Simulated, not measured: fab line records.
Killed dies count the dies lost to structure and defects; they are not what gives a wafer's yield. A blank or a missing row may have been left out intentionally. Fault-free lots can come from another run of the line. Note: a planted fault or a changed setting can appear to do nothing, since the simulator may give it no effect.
The tool behind it: which one?	flow berkeley_cmos170	45 wafers from 15 lots sampled at 6 of the route's 331 steps

## WHAT THE GAUGES READ, wafer by wafer
UCB170_M1_CD_MEAS_09 targets a cd of 700 nm.
lot	measured	on	cd_nm (nm)
L525	day 8 14:59	cd_sem-02	697.2 697.3 698.8
L526	day 8 15:15	cd_sem-01	701.9 702.3 701.9
L527	day 8 15:38	cd_sem-02	697.3 696.2 697.5
L529	day 9 14:41	cd_sem-01	699.8 698.1 698.6
L530	day 10 07:07	cd_sem-01	701.7 701.1 701.2
L531	day 10 08:55	cd_sem-02	700.4 700.4 700.0
L533	day 10 22:09	cd_sem-01	701.3 701.9 702.8
L534	day 11 00:05	cd_sem-02	698.9 701.1 700.5
L536	day 11 20:56	cd_sem-01	699.3 700.0 698.8
L535	day 11 21:56	cd_sem-02	697.6 698.3 698.9
L538	day 11 22:35	cd_sem-02	700.6 700.1 700.8
L539	day 12 14:14	cd_sem-01	701.0 700.9 702.3
L544	day 13 06:36	cd_sem-02	700.3 698.6 698.3
L548	day 13 18:32	cd_sem-01	700.4 700.6 700.8
L546	day 13 19:44	cd_sem-01	700.3 700.5 700.6

UCB170_V1_BOW_MEAS_03.
lot	measured	on	V1_BOW (um)
L525	day 8 17:23	film_metro-02	13 28 2
L526	day 8 18:43	film_metro-02	14 23 20
L527	day 8 19:01	film_metro-03	7 1 24
L529	day 9 17:05	film_metro-01	20 25 26
L530	day 10 09:31	film_metro-03	1 14 29
L531	day 10 11:19	film_metro-03	6 15 12
L533	day 11 00:41	film_metro-02	23 23 17
L534	day 11 03:23	film_metro-01	19 14 17
L536	day 12 00:33	film_metro-03	11 14 16
L535	day 12 00:33	film_metro-01	26 16 12
L538	day 12 01:56	film_metro-03	22 13 19
L539	day 12 16:38	film_metro-01	22 23 25
L544	day 13 09:15	film_metro-02	28 22 31
L548	day 13 21:28	film_metro-02	23 13 23
L546	day 13 22:50	film_metro-01	26 18 17

UCB170_M2_CD_MEAS_15 targets a cd of 700 nm.
lot	measured	on	cd_nm (nm)
L525	day 8 21:15	cd_sem-02	701.9 702.0 701.1
L526	day 8 22:33	cd_sem-02	699.2 700.7 699.9
L527	day 8 23:12	cd_sem-01	699.6 699.0 700.9
L529	day 9 21:02	cd_sem-01	701.2 700.1 701.3
L530	day 10 14:25	cd_sem-02	699.7 699.1 700.6
L531	day 10 15:50	cd_sem-02	697.1 698.4 698.8
L533	day 11 04:54	cd_sem-02	703.0 701.8 702.9
L534	day 11 11:19	cd_sem-02	698.9 700.5 701.1
L536	day 12 05:07	cd_sem-02	699.9 698.3 699.8
L535	day 12 05:27	cd_sem-02	700.4 700.9 700.3
L538	day 12 06:20	cd_sem-02	700.2 699.6 701.2
L539	day 12 21:59	cd_sem-02	699.0 699.5 696.7
L544	day 13 14:47	cd_sem-01	699.9 699.9 699.9
L548	day 14 02:47	cd_sem-02	699.2 699.4 700.3
L546	day 14 05:02	cd_sem-02	700.8 702.0 701.1

UCB170_V2_BOW_MEAS_03.
lot	measured	on	V2_BOW (um)
L525	day 8 22:23	film_metro-02	30 45 18
L526	day 8 23:40	film_metro-04	30 41 37
L527	day 9 00:19	film_metro-03	28 22 45
L529	day 9 22:09	film_metro-02	37 43 44
L530	day 10 15:32	film_metro-04	21 33 49
L531	day 10 16:58	film_metro-02	26 35 32
L533	day 11 06:01	film_metro-04	40 41 34
L534	day 11 12:36	film_metro-03	41 36 39
L536	day 12 06:25	film_metro-03	30 33 35 - - -
L535	day 12 06:40	film_metro-04	49 38 35
L538	day 12 07:34	film_metro-02	40 29 36 - - -
L539	day 12 23:07	film_metro-03	41 43 44 - - -
L544	day 13 15:54	film_metro-02	47 41 50
L548	day 14 03:55	film_metro-03	41 32 42
L546	day 14 06:10	film_metro-02	44 36 35

UCB170_V2_THK_MEAS_04.
lot	measured	on	V2_POLISHED_THK (nm)
L525	day 8 22:30	film_metro-02	1002.6 1000.4 1001.0
L526	day 8 23:47	film_metro-04	999.4 1002.0 1001.4
L527	day 9 00:26	film_metro-03	998.5 1000.9 999.9
L529	day 9 22:16	film_metro-02	998.4 1001.7 1003.5
L530	day 10 15:39	film_metro-04	1003.5 999.6 1001.8
L531	day 10 17:05	film_metro-02	997.9 998.6 998.9
L533	day 11 06:08	film_metro-04	998.9 999.3 1000.1
L534	day 11 12:42	film_metro-03	999.3 1000.1 997.9
L536	day 12 11:07	film_metro-03	1075.6 1076.3 1074.1 1075.1 1075.8 1073.4
L535	day 12 06:47	film_metro-04	998.7 997.9 1000.4
L538	day 12 09:54	film_metro-02	1075.2 1073.6 1074.8 1074.6 1073.8 1074.6
L539	day 13 01:50	film_metro-03	1075.4 1075.0 1075.1 1076.0 1076.2 1075.8
L544	day 13 16:01	film_metro-02	999.5 998.2 999.1
L548	day 14 04:02	film_metro-03	1001.2 1000.7 999.5
L546	day 14 06:17	film_metro-02	998.7 1000.1 998.2

## TOOL THAT RAN EACH LOT (tool first, then ch and the chambers of the sampled wafers, then the start)
lot	UCB170_V2_CMP_02
L525	cmp-01 ch 0,1, day 8 22:05
L526	cmp-02 ch 0,2,3, day 8 23:22
L527	cmp-02 ch 0,1,3, day 9 00:01
L529	cmp-01 ch 0,2,3, day 9 21:56
L530	cmp-01 ch 1,2, day 10 15:16
L531	cmp-02 ch 1,2,3, day 10 16:43
L533	cmp-02 ch 0,3, day 11 05:43
L534	cmp-02 ch 1,2, day 11 12:16
L536	cmp-02 ch 0,1,2, day 12 06:13
L535	cmp-01 ch 1,2, day 12 06:22
L538	cmp-02 ch 1,2,3, day 12 07:18
L539	cmp-02 ch 0,1,2, day 12 22:49
L544	cmp-01 ch 1,2, day 13 15:36
L548	cmp-01 ch 1,2,3, day 14 03:40
L546	cmp-01 ch 2,3, day 14 05:52
- UCB170_V2_CMP_02: polishes SiO2.

## WHAT THE TOOLS THEMSELVES READ (means of the sampled wafers that have a number; where no wafer has one, the mark that the record gives instead)
UCB170_V2_CMP_02.
lot	tool	motor_current_A (A)
L525	cmp-01	18.6
L526	cmp-02	17.5
L527	cmp-02	17.3
L529	cmp-01	16.6
L530	cmp-01	17.6
L531	cmp-02	17.0
L533	cmp-02	18.5
L534	cmp-02	15.2
L536	cmp-02	16.2
L535	cmp-01	18.2
L538	cmp-02	16.9
L539	cmp-02	15.9
L544	cmp-01	17.2
L548	cmp-01	16.9
L546	cmp-01	15.6

## THE ANSWER, worked out from the rows above alone
Rule: the usual values come from the lots themselves. Put in order of their means at a reading, lots are off if they are a third of the lots or fewer, leave a main group of 4 or more, and stand apart from it by a gap of 3 or more times the standard deviation of the main group's means; of several such gaps the widest counts. A main group is skipped when, at the precision printed for the reading in the tables above, its means are all equal. Also off: a lot with no number at a reading for which 4 or more lots have one. Any other lot the step has rows for is counted as sound. After the gauges, taken in route order, come the tools' own readings; for these a lot's mean is taken, as printed above. The first step at which some lot is off is used, and at that step the reading that is off furthest; a lot without a number counts as furthest.
Off: L536, L538, L539, seen at UCB170_V2_THK_MEAS_04 (V2_POLISHED_THK). The main group has a mean of 999.9 nm with a standard deviation of 1.1.
If a tool, at a process step before that reading, ran all the lots that are off and no sound lot after the first of them, it fits. Gauges at UCB170_V2_THK_MEAS_04: tried the same way as those tools. One fits: UCB170_V2_CMP_02 on cmp-02. A fault onset in the window from L534 (day 11 12:16, its last sound lot) to L536 (day 12 06:13, its first lot off) fits.

## WHAT THE SIMULATOR PUT IN
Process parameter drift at UCB170_V2_CMP_02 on cmp-02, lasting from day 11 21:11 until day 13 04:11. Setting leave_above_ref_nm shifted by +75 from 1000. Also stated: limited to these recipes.
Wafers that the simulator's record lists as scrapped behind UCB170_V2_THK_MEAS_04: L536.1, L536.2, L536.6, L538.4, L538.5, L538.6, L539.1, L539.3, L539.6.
Lots struck among those shown: L536, L538, L539. The same result came from the rule above.
